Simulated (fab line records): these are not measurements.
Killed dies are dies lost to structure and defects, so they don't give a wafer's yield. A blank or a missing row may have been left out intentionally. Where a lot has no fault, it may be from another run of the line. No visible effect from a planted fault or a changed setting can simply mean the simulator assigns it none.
Problem report, 8D (eight disciplines) form, completed by code | flow berkeley_cmos170 | the parts of the form that need people (team, actions taken, sign-off) are left out

## 1. THE ISSUE
Across 6 wafers from 2 lots, FIELD_OXIDE_THK at UCB170_FIELD_THK_MEAS_02 averages 426 nm, while fault-free wafers read 557 nm with a standard deviation of 8.3. That puts it -16 standard deviations away from the usual mean.
First observed at day 8 18:26: wafer L335.3, on film_metro-01. The record has a number at this step for 42 wafers belonging to 14 lots. The rule behind "out" and "out of limits": a value lying over 4 standard deviations away from the usual mean. The other wafers with a number count as sound.

## 2. WHAT IT IS; WHAT IT IS NOT
question                    | is                           | is not
which readings at this step | FIELD_OXIDE_THK              | -
which lots                  | L335, L336                   | L316, L317, L319, L321, L323, L324, L325, L327, L328, L337, L338, L339
which wafers of those lots  | all that have a number       | -
read on which gauges        | film_metro-01, film_metro-04 | film_metro-03
when                        | from day 8 18:26             | up to then (27 sound wafers); but 9 sound wafers of L337, L338, L339 came after

## 3. SUSPECTS, AND WHAT RULES EACH OUT
Counting: a tool at any process step up to the reading remains a suspect when it ran all the lots that are out and ran no sound lot after the first of those.
- the gauge at UCB170_FIELD_THK_MEAS_02 has been ruled out. The wafers that are out were read on 2 gauges (film_metro-01, film_metro-04).
- furnace-03 at UCB170_FIELD_OXIDATION_01 (target thk 558.3 nm, ox time 7200 s): kept. All lots that are out passed through it, beginning with L335 at day 8 15:25, and no sound lot followed; its final sound lot before that point was L324 at day 6 12:28.
After counting, what remains is furnace-03 at UCB170_FIELD_OXIDATION_01.

## 4. THE CAUSE (what the simulator had put in)
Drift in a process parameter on furnace-03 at UCB170_FIELD_OXIDATION_01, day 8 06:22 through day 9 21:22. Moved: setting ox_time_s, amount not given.
The count eliminated every tool but this one.

## 5. THE CHAIN OF EFFECTS, in route order
Each row: a reading whose mean over the struck wafers that have a number lies more than 3 standard deviations from the usual. Readings are gone through only where the record gives a usual standard deviation; hours: the median, over the lots, of the time from a lot's start at the first step in this table giving one to that lot's start at this step; sigmas: the change measured in usual standard deviations.
hours | step                     | reading                | usual  | on struck wafers | change | sigmas
0     | UCB170_FIELD_THK_MEAS_02 | FIELD_OXIDE_THK        | 557 nm | 426              | -130   | -16
6     | UCB170_FIELD_THK_MEAS_90 | FIELD_OXIDE_LEFT_1_THK | 441 nm | 310              | -132   | -16
30    | UCB170_FIELD_THK_MEAS_91 | FIELD_OXIDE_LEFT_2_THK | 353 nm | 221              | -132   | -16
Later measuring or inspecting steps at which every struck wafer that the step has a row for has a number for every such reading, and none has moved that far: UCB170_SACOX_THK_MEAS_02, UCB170_PVT_OVL_MEAS_06.

## 6. WHAT WOULD HAVE CAUGHT IT SOONER
The first out-of-limits reading at a measuring or inspecting step in this record came at day 8 18:26, 12 hours after the fault's start at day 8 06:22.
No tool reading at UCB170_FIELD_OXIDATION_01 that has a usual standard deviation in the record was out on any struck wafer, so an alarm limit of 4 standard deviations on those readings would not have fired.
All the lots that are out (2) had begun UCB170_FIELD_OXIDATION_01 on furnace-03 by day 8 18:26. Holding the tool at that point would not have protected any of them.
